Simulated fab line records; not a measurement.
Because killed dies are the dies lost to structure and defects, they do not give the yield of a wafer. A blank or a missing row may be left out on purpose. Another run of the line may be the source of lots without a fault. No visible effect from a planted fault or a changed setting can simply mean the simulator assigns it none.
Struck lot and sound lot, side by side + flow rit-cmos + 20 steps out of a route of 202
Sound: the wafers L762.2, L762.4, L762.6. Wafers L753.2, L753.3, L753.6 were the ones struck. At the end, the cause is stated.
Per side, at each step with rows, come the tool, then ch with its chambers, and then its first start. Under that, the readings that differ: sound wafers + struck wafers + difference of the means + sigmas: that difference in standard deviations of wafers without a fault.
alike: words and numbers the same on both sides, and readings whose means are apart by under 2 such deviations; not compared: readings that were withheld, readings missing a value for some wafer, numbers with overlapping values and no deviation given by the record, and bounds like >300 which may hide the same value.
The two part at a step that has a row with sigmas, a row that says differs or no value, or rows on one side only. When numbers do not overlap yet have no deviation, they are printed without sigmas and do not part them. A reading missing from all wafers of one side parts the sides only when that side holds two or more wafers.

first, 2 steps without rows for these wafers: RIT_NWELL_HARDBAKE_07 (time 120 s); RIT_NWELL_IMPLANT_08.
RIT_NWELL_STRIP_09: strips in O2, time 180 s.
  sound on plasma-asher-01 ch 0,1, day 6 02:19; struck on plasma-asher-04 ch 1, day 4 00:15
| reading                     | sound          | struck         | difference | sigmas |
|-----------------------------|----------------|----------------|------------|--------|
| drypump-motor-current-A (A) | 5.48 5.43 5.47 | 4.93 4.96 4.96 | -0.51      | -2     |
  not compared: rf-hours-counter-h
RIT_NWELL_TW_MEAS_10:
  sound on film-metro-04, day 6 02:30; struck on film-metro-01, day 4 00:26
  alike: NWELL_TW
then, 6 steps without rows for these wafers: RIT_PWELL_HMDS_00 (prime time 60 s); RIT_PWELL_COAT_01 (resist thk 1300 nm); RIT_PWELL_SOFTBAKE_02 (time 60 s); RIT_PWELL_EXPOSE_03 (exposes mask M3, target cd 43700 nm); RIT_PWELL_PEB_04; RIT_PWELL_DEVELOP_05 (develop time 68 s).
RIT_PWELL_OVL_MEAS_06:
  sound on overlay-01, day 6 03:26; struck on overlay-01, day 4 01:30
  alike: PWELL_OVL
then, 1 step without rows for these wafers: RIT_PWELL_HARDBAKE_07 (time 120 s).
RIT_PWELL_IMPLANT_08:
  sound on implanter-04 ch 0, day 6 03:44; struck on implanter-01 ch 0, day 4 01:48
| reading            | sound                         | struck                        | difference | sigmas      |
|--------------------|-------------------------------|-------------------------------|------------|-------------|
| dose-ions-cm2      | 7.014e+13 7.001e+13 7.007e+13 | 8.123e+13 8.127e+13 8.126e+13 | +1.118e+13 | +99 or more |
| faraday-current-uA | 216 226 220                   | 254 255 251                   | +33        | +7          |
RIT_PWELL_STRIP_09: strips in O2, time 180 s.
  sound on plasma-asher-01 ch 0,1, day 6 03:52; struck on plasma-asher-01 ch 0,1, day 4 01:56
  alike: drypump-motor-current-A
  not compared: rf-hours-counter-h
RIT_PWELL_TW_MEAS_10:
  sound on film-metro-01, day 6 04:03; struck on film-metro-03, day 4 02:07
| reading  | sound       | struck       | difference | sigmas |
|----------|-------------|--------------|------------|--------|
| PWELL_TW | 970 972 965 | 1002 999 999 | +31        | +4     |
then, 1 step without rows for these wafers: RIT_WELLDRIVE_ANNEAL_00 (time 14700 s).
RIT_WELLDRIVE_RS_MEAS_01: measurement is done with a four-point probe.
  sound on film-metro-04, day 6 09:13; struck on film-metro-01, day 4 07:28
| reading           | sound             | struck            | difference | sigmas |
|-------------------|-------------------|-------------------|------------|--------|
| NWELL_RS (ohm/sq) | 273.8 273.7 274.8 | 275.9 275.8 275.9 | +1.8       | +2     |
RIT_WELLDRIVE_RS_MEAS_02: measurement is done with a four-point probe.
  sound on film-metro-04, day 6 09:20; struck on film-metro-01, day 4 07:35
| reading           | sound             | struck            | difference | sigmas |
|-------------------|-------------------|-------------------|------------|--------|
| PWELL_RS (ohm/sq) | 428.0 428.6 428.4 | 391.1 392.7 391.6 | -36.5      | -33    |
then, 1 step without rows for these wafers: RIT_NRETRO_HMDS_00 (prime time 60 s).
RIT_M1_PROBE_99:
  sound on prober-02, day 7 19:43; struck on prober-01, day 5 14:04
| reading                                | sound             | struck            | difference | sigmas |
|----------------------------------------|-------------------|-------------------|------------|--------|
| model.etest.nmos_0p3.r-on-ohm-um       | 2119 2162 2178    | 2283 2280 2187    | +97        |        |
| model.etest.pwell-pinched.rs-ohm-sq    | 462.6 457.5 463   | 418.8 420 416.3   | -42.7      |        |
| model.etest.pwell.rs-ohm-sq            | 419.8 417.9 419.4 | 377.8 379.5 379.8 | -40.0      |        |
| model.etest.nmos-turned.drive-ua-um    | 364.6 354.7 352   | 280.2 282.4 302.3 | -68.8      |        |
| model.etest.nmos_0p15.drive-ua-um      | 499.2 486.2 481.8 | 435.9 427.3 457.5 | -48.8      |        |
| model.etest.nmos-narrow.drive-ua-um    | 231.9 218.6 220.2 | 210.8 207.2 216.1 | -12.2      |        |
| model.etest.nmos_0p3.drive-ua-um       | 230.1 218.5 222.4 | 206.8 203.6 213.2 | -15.8      |        |
| model.etest.well-edge-left.line-ohm-um | 181.6 180.7 179.5 | 189.9 187.8 188.3 | +8.1       |        |
  alike: killed-at-contacts, killed-at-front-end, killed-dies, killed-open, killed-short

WHERE THEY PART
First at RIT_NWELL_STRIP_09; last, within this record, at RIT_WELLDRIVE_RS_MEAS_02. Later steps at which nothing parts them and some readings are alike: RIT_M1_PROBE_99.

WHY: what the simulator had put in
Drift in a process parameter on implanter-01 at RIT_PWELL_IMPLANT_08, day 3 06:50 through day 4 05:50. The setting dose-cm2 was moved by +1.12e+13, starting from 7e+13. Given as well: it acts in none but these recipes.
